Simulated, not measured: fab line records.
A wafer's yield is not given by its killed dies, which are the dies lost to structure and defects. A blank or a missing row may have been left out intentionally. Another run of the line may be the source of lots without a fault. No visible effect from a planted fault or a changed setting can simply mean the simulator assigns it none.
What tool caused it? || flow berkeley-cmos170 || at 1 step of a route of 331, 7 lots with 21 wafers sampled

## WHAT THE GAUGES READ, wafer by wafer
UCB170_V1_BOW_MEAS_03.
{"lot": "L327", "measured": "day 7 10:16", "on": "film-metro-02", "V1_BOW (um)": "39 30 29"}
{"lot": "L329", "measured": "day 8 03:45", "on": "film-metro-02", "V1_BOW (um)": "19 7 18"}
{"lot": "L332", "measured": "day 8 17:06", "on": "film-metro-04", "V1_BOW (um)": "25 18 33"}
{"lot": "L336", "measured": "day 9 06:55", "on": "film-metro-04", "V1_BOW (um)": "17 13 17"}
{"lot": "L340", "measured": "day 10 06:46", "on": "film-metro-04", "V1_BOW (um)": "16 15 20"}
{"lot": "L346", "measured": "day 11 01:37", "on": "film-metro-02", "V1_BOW (um)": "17 14 0"}
{"lot": "L349", "measured": "day 12 04:11", "on": "film-metro-04", "V1_BOW (um)": "19 -3 13"}

## TOOL THAT RAN EACH LOT (tool first, then ch and the chambers of the sampled wafers, then the start)
No process step before these readings appears in the record.

## THE ANSWER, worked out from the rows above alone
Rule: the lots themselves supply what counts as usual. Put in order of their means at a reading, lots are off if they are a third of the lots or fewer, leave a main group of 4 or more, and stand apart from it by a gap of 3 or more times the standard deviation of the main group's means; of several such gaps the widest counts. A main group whose means are all the same, to the digits that the tables above print for the reading, isn't used. Also off: a lot with no number at a reading for which 4 or more lots have one. All remaining lots with rows at the step are treated as sound.
Across all readings shown, no lot is off: no conclusion can be drawn from this.

## WHAT THE SIMULATOR HAD PUT IN
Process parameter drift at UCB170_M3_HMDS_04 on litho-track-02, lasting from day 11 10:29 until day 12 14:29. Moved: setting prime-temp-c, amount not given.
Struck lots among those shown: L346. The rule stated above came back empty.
